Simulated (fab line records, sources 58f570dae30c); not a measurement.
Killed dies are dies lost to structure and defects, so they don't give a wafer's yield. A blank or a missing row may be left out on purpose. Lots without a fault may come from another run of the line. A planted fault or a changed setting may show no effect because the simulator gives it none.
Which tool did it? | flow berkeley_cmos170 | 14 lots, 42 wafers sampled, at 1 step of a route of 331

WHAT THE GAUGES READ, wafer by wafer
UCB170_NWELL_OVL_MEAS_12.
lot  | measured    | on         | NWELL_OVL (nm)
L733 | day 2 14:08 | overlay-02 | 4 12 8
L734 | day 2 14:26 | overlay-01 | 5 4 9
L735 | day 3 00:56 | overlay-01 | 0 5 3
L737 | day 3 11:59 | overlay-02 | 8 7 9
L739 | day 3 17:55 | overlay-01 | 3 6 -2
L742 | day 3 22:56 | overlay-02 | 6 1 14
L740 | day 3 23:00 | overlay-01 | 1 1 7
L747 | day 5 11:51 | overlay-01 | 16 5 5
L750 | day 5 14:28 | overlay-01 | 1 4 8
L748 | day 5 14:49 | overlay-01 | 0 2 9
L753 | day 6 13:05 | overlay-01 | 3 4 5
L754 | day 6 21:14 | overlay-02 | 6 5 9
L755 | day 7 02:26 | overlay-02 | 11 3 6
L756 | day 7 03:11 | overlay-02 | 9 13 11

WHICH TOOL RAN EACH LOT (tool, then ch and the chambers of the sampled wafers, then the start)
The record holds no process step before these readings.

WHAT THE TOOLS THEMSELVES READ (means of the sampled wafers that have a number; where no wafer has one, the mark that the record gives instead)
The record holds no such reading with a usual standard deviation.

THE ANSWER, worked out from the rows above alone
Rule: what is usual is taken from the lots themselves. Put in order of their means at a reading, lots are off if they are a third of the lots or fewer, leave a main group of 4 or more, and stand apart from it by a gap of 3 or more times the standard deviation of the main group's means; of several such gaps the widest counts. A main group whose means are all the same, to the digits that the tables above print for the reading, isn't used. A lot without any number at a reading at which 4 lots or more have one is off too. The other lots that the step has rows for count as sound. The gauges are gone through in route order, then the tools' own readings, and for those a lot's mean is taken as printed above. The first step at which some lot is off is used, and at that step the reading that is off furthest; a lot without a number counts as furthest.
No lot is off at any reading shown: from this, nothing can be told.

WHAT THE SIMULATOR HAD PUT IN
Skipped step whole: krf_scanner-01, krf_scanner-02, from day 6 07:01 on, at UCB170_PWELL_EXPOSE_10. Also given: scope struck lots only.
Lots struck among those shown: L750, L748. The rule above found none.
